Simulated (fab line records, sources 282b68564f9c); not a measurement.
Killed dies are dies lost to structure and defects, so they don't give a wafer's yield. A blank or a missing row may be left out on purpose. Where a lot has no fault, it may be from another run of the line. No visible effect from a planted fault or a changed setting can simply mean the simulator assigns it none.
The tool behind it: which one? / flow rit cmos / 14 lots, 42 wafers sampled, at 2 steps of a route of 202

== WHAT EACH GAUGE READ, for each wafer ==
The record lacks any reading of a measuring or inspecting step that a usual standard deviation could be used to judge.

== TOOL THAT RAN EACH LOT (tool first, then ch and the chambers of the sampled wafers, then the start) ==
lot=L136; RIT_PSD_COAT_01=litho track-02 ch 0, day 3 01:11; RIT_M1_PROBE_99=prober-01, day 3 10:29
lot=L137; RIT_PSD_COAT_01=litho track-04 ch 0, day 3 06:05; RIT_M1_PROBE_99=prober-02, day 3 16:22
lot=L138; RIT_PSD_COAT_01=litho track-01 ch 0, day 3 10:54; RIT_M1_PROBE_99=prober-01, day 3 20:31
lot=L139; RIT_PSD_COAT_01=litho track-02 ch 0, day 3 19:04; RIT_M1_PROBE_99=prober-02, day 4 04:17
lot=L140; RIT_PSD_COAT_01=litho track-01 ch 0, day 3 20:57; RIT_M1_PROBE_99=prober-01, day 4 06:11
lot=L142; RIT_PSD_COAT_01=litho track-04 ch 0, day 4 06:16; RIT_M1_PROBE_99=prober-01, day 4 15:40
lot=L144; RIT_PSD_COAT_01=litho track-02 ch 0, day 4 15:53; RIT_M1_PROBE_99=prober-01, day 5 01:13
lot=L145; RIT_PSD_COAT_01=litho track-04 ch 0, day 4 22:11; RIT_M1_PROBE_99=prober-02, day 5 08:37
lot=L147; RIT_PSD_COAT_01=litho track-01 ch 0, day 5 06:35; RIT_M1_PROBE_99=prober-02, day 5 15:34
lot=L151; RIT_PSD_COAT_01=litho track-01 ch 0, day 6 02:17; RIT_M1_PROBE_99=prober-02, day 6 11:44
lot=L153; RIT_PSD_COAT_01=litho track-04 ch 0, day 6 12:50; RIT_M1_PROBE_99=prober-02, day 6 22:05
lot=L154; RIT_PSD_COAT_01=litho track-01 ch 0, day 6 20:16; RIT_M1_PROBE_99=prober-01, day 7 05:23
lot=L156; RIT_PSD_COAT_01=litho track-02 ch 0, day 7 04:20; RIT_M1_PROBE_99=prober-01, day 7 14:38
lot=L157; RIT_PSD_COAT_01=litho track-02 ch 0, day 7 09:12; RIT_M1_PROBE_99=prober-02, day 7 18:09
- RIT_PSD_COAT_01: resist thk 1000 nm.
- RIT_M1_PROBE_99

== AS READ BY THE TOOLS THEMSELVES (means over the sampled wafers that have a number; for cases with no such wafer, the mark the record gives instead) ==
RIT_PSD_COAT_01. Usual: 3250.0 rpm for spin speed rpm, sd 2.1.
lot=L136; tool=litho track-02; spin speed rpm (rpm)=3247.8; flag=
lot=L137; tool=litho track-04; spin speed rpm (rpm)=3247.5; flag=
lot=L138; tool=litho track-01; spin speed rpm (rpm)=3250.2; flag=
lot=L139; tool=litho track-02; spin speed rpm (rpm)=3250.2; flag=
lot=L140; tool=litho track-01; spin speed rpm (rpm)=3250.3; flag=
lot=L142; tool=litho track-04; spin speed rpm (rpm)=3248.7; flag=
lot=L144; tool=litho track-02; spin speed rpm (rpm)=3249.0; flag=
lot=L145; tool=litho track-04; spin speed rpm (rpm)=3251.4; flag=
lot=L147; tool=litho track-01; spin speed rpm (rpm)=3252.1; flag=
lot=L151; tool=litho track-01; spin speed rpm (rpm)=3107.0; flag=OFF
lot=L153; tool=litho track-04; spin speed rpm (rpm)=3252.1; flag=
lot=L154; tool=litho track-01; spin speed rpm (rpm)=3105.8; flag=OFF
lot=L156; tool=litho track-02; spin speed rpm (rpm)=3249.3; flag=
lot=L157; tool=litho track-02; spin speed rpm (rpm)=3250.4; flag=

RIT_M1_PROBE_99. Usual: killed at contacts 0.1, standard deviation 0.32; killed at front end 7, standard deviation 3; killed dies 7, standard deviation 3; killed open 3.4, standard deviation 2.2; killed short 3.3, standard deviation 1.8.
lot=L136; tool=prober-01; killed at contacts=0.0; killed at front end=5; killed dies=5; killed open=2.3; killed short=2.3; flag=
lot=L137; tool=prober-02; killed at contacts=0.3; killed at front end=7; killed dies=7; killed open=4.0; killed short=3.0; flag=
lot=L138; tool=prober-01; killed at contacts=0.7; killed at front end=7; killed dies=8; killed open=4.0; killed short=3.7; flag=
lot=L139; tool=prober-02; killed at contacts=0.0; killed at front end=5; killed dies=5; killed open=2.3; killed short=3.0; flag=
lot=L140; tool=prober-01; killed at contacts=0.0; killed at front end=8; killed dies=8; killed open=4.7; killed short=3.7; flag=
lot=L142; tool=prober-01; killed at contacts=0.0; killed at front end=7; killed dies=7; killed open=3.3; killed short=4.0; flag=
lot=L144; tool=prober-01; killed at contacts=0.0; killed at front end=8; killed dies=8; killed open=5.0; killed short=3.3; flag=
lot=L145; tool=prober-02; killed at contacts=0.0; killed at front end=9; killed dies=9; killed open=4.0; killed short=4.7; flag=
lot=L147; tool=prober-02; killed at contacts=0.0; killed at front end=6; killed dies=6; killed open=3.3; killed short=2.3; flag=
lot=L151; tool=prober-02; killed at contacts=0.7; killed at front end=5; killed dies=5; killed open=2.7; killed short=2.7; flag=
lot=L153; tool=prober-02; killed at contacts=0.3; killed at front end=10; killed dies=10; killed open=6.7; killed short=3.3; flag=
lot=L154; tool=prober-01; killed at contacts=0.0; killed at front end=3; killed dies=3; killed open=0.7; killed short=2.3; flag=
lot=L156; tool=prober-01; killed at contacts=0.0; killed at front end=8; killed dies=8; killed open=4.3; killed short=4.0; flag=
lot=L157; tool=prober-02; killed at contacts=0.0; killed at front end=8; killed dies=8; killed open=4.3; killed short=3.3; flag=

== THE ANSWER, worked out from the rows above alone ==
Rule: a lot counts as off when the mean over its wafers that have a number is more than 3 standard deviations away from the usual mean. A lot without any number at a reading at which 4 lots or more have one is off too. The other lots that the step has rows for count as sound. Order of review: gauges by route order, followed by the tools' own readings, for which a lot's mean as printed above is used. At the first step where some lot is off, the reading lying furthest off is the one used; lots without a number count as furthest.
Off, at RIT_PSD_COAT_01 on spin speed rpm: L151, L154.
A tool fits if, at that step or a process step before it, it ran every lot that is off, and no sound lot after the first of them. One candidate fits, namely litho track-01 at RIT_PSD_COAT_01. A fault onset in the window from L147 (day 5 06:35, its last sound lot) to L151 (day 6 02:17, its first lot off) fits.
The tool's own readings at RIT_PSD_COAT_01 bear it out: on the lots that are off they differ by more than 5 times the standard deviation of the sound lots' means. spin speed rpm reads 3106.4 rpm there against 3249.9 rpm on the sound lots.

== WHAT THE SIMULATOR PUT IN ==
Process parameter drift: litho track-01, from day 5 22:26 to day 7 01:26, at RIT_PSD_COAT_01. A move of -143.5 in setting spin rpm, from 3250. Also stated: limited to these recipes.
Struck lots among those shown: L151, L154. The rule above reached the same finding.
